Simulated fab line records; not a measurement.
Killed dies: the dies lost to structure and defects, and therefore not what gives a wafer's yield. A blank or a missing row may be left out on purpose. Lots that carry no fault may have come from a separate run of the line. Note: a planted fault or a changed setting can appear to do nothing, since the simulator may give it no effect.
A struck lot beside a sound one	flow rit-cmos	30 out of 202 route steps
Sound: these wafers, L344.2, L344.4, L344.5. Struck: wafer L343.1. (L343.2, L343.3 of the same lot were not struck and are left out.) The cause comes at the end.
At each step with rows: each side's tool, then ch and its chambers, then its first start. Under that, the readings that differ: sound wafers	struck wafers	difference of the means	sigmas: that difference in standard deviations of wafers without a fault.
alike: readings with means less than 2 such deviations apart, plus words and numbers identical on both sides. not compared: withheld readings, readings lacking a value on some wafer, bounds such as >300 that could conceal the same value, and numbers that have no deviation in the record and whose values overlap.
The two part at a step that has a row with sigmas, a row that says differs or no value, or rows on one side only. Numbers that don't overlap but have no deviation are shown without sigmas and don't part them. Lack of a reading on every wafer of one side parts them only where that side has two or more wafers.

first, 6 steps without rows for these wafers: RIT_SDANNEAL_RTA_03 (time 5 s); RIT_SILICIDE_WET_ETCH_00 (etches SiO2 in BOE, target depth 14 nm, time 15 s); RIT_SILICIDE_SPUTTER_01 (material Ti, target thk 30 nm, time 246.8 s); RIT_SILICIDE_RTA_04 (time 10 s, ramp up 5 s, ramp down 5 s); RIT_SILICIDE_WET_ETCH_05 (etches Ti in SPM, time 120 s); RIT_SILICIDE_RTA_06 (time 10 s, ramp up 5 s, ramp down 10 s).
RIT_CONTACT_CVD_00: deposits SiO2 from TEOS, target thk 400 nm, time 61 s.
  sound on pecvd-04 ch 1,2, day 8 06:07; struck on pecvd-02 ch 1, day 7 23:37
reading	sound	struck	difference	sigmas
rf-fwd-power-W (W)	395.7 395.0 398.0	237.7	-158.5	-99 or more
model.SiO2_of_CONTACT_CVD_00.thk-nm (nm)	396.7 401.7 404.3	339.2	-61.7	
  alike: heater-power-w
RIT_CONTACT_THK_MEAS_01:
  sound on film-metro-03 at day 8 06:11; struck on film-metro-01 at day 7 23:40
reading	sound	struck	difference	sigmas
CONTACT_TEOS_THK (nm)	397 401 404	339	-62	-12
then, 7 steps without rows for these wafers: RIT_CONTACT_HMDS_02 (prime time 60 s); RIT_CONTACT_COAT_03 (resist thk 1000 nm); RIT_CONTACT_SOFTBAKE_04 (time 60 s); RIT_CONTACT_EXPOSE_05 (exposes mask M11, target cd 1000 nm); RIT_CONTACT_PEB_06; RIT_CONTACT_DEVELOP_07 (develop time 120 s); RIT_CONTACT_HARDBAKE_10 (time 60 s).
RIT_CONTACT_ETCH_11: etches SiO2 in CHF3/CF4/Ar, stops on TiSi2, target depth 480 nm, time 320 s.
  sound on rie-diel-02 ch 0,2, day 8 07:41; struck on rie-diel-04 ch 2, day 8 01:00
reading	sound	struck	difference	sigmas
drypump-motor-current-A (A)	5.89 5.48 5.87	5.18	-0.57	-2
throttle-valve-pct (%)	8.68 8.95 8.66	8.98	+0.22	+2
model.etch.depth-nm (nm)	396.7 401.7 404.3	339.2	-61.7	
model.CONTACT.feature-depth-nm (nm)	396.7 401.7 404.3	339.2	-61.7	
  alike: chamber-pressure-mTorr, oes-product-au
  not compared: rf-hours-counter-h
then, 11 steps without rows for these wafers: RIT_CONTACT_STRIP_12 (strips in O2, time 180 s); RIT_CONTACT_CLEAN_13 (cleans in SC1, time 600 s); RIT_CONTACT_CLEAN_14 (cleans in SC2, time 600 s); RIT_M1_SPUTTER_00 (material Al, target thk 400 nm, time 500 s); RIT_M1_HMDS_03 (prime time 60 s); RIT_M1_COAT_04 (resist thk 1281 nm); RIT_M1_SOFTBAKE_05 (time 60 s); RIT_M1_EXPOSE_06 (exposes mask M12, target cd 2600 nm); RIT_M1_PEB_07; RIT_M1_DEVELOP_08 (develop time 68 s); RIT_M1_HARDBAKE_11 (time 120 s).
RIT_M1_METAL_ETCH_12: etches Al in Cl2/BCl3, stops on SiO2, time 165 s, target depth 600 nm.
  sound on rie-metal-01 ch 1, day 8 10:24; struck on rie-metal-03 ch 0, day 8 03:51
reading	sound	struck	difference	sigmas
oes-product-au (a.u.)	0.752 0.750 0.760	0.788	+0.034	+3
throttle-valve-pct (%)	8.50 8.52 8.52	8.11	-0.40	-3
model.SiO2_of_CONTACT_CVD_00.thk-nm (nm)	360.3 365.2 367.6	302.9	-61.5	
  alike: chamber-pressure-mTorr, drypump-motor-current-A
  not compared: rf-hours-counter-h
then, 1 step without rows for these wafers: RIT_M1_STRIP_13 (strips in nmp, time 600 s).
RIT_M1_PROBE_99:
  sound on prober-02 at day 8 12:47; struck on prober-02 at day 8 06:07
reading	sound	struck	difference	sigmas
model.etest.field-p-metal.vt-v (V)	-28.42 -28.6 -28.94	-25.41	+3.24	
model.etest.nmos_0p15.junction-log10-a-um	-13.47 -13.41 -13.38	-12.88	+0.54	
model.etest.nmos-narrow.off-log10-a-um	-13.1 -13.14 -13.15	-12.8	+0.3	
model.etest.gate-end-array.leak-log10-a-um	-12.78 -12.88 -12.83	-12.61	+0.22	
model.etest.nmos_0p3.off-log10-a-um	-13.01 -13.04 -13.1	-12.77	+0.28	
model.etest.pmos_0p15.junction-log10-a-um	-13.81 -13.71 -13.73	-13.48	+0.27	
model.etest.antenna-contact.vt-shift-v (V)	-0.01494 -0.006326 -0.006179	-0.01657	-0.00742	
  alike: killed-at-front-end, killed-dies, killed-open, killed-short

== WHERE THEY PART ==
Earliest at RIT_CONTACT_CVD_00; latest, in this record, at RIT_M1_METAL_ETCH_12. Later steps at which nothing parts them and some readings are alike: RIT_M1_PROBE_99.

WHY: what had been put in by the simulator
pecvd-02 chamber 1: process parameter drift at RIT_CONTACT_CVD_00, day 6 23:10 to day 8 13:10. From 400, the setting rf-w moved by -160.
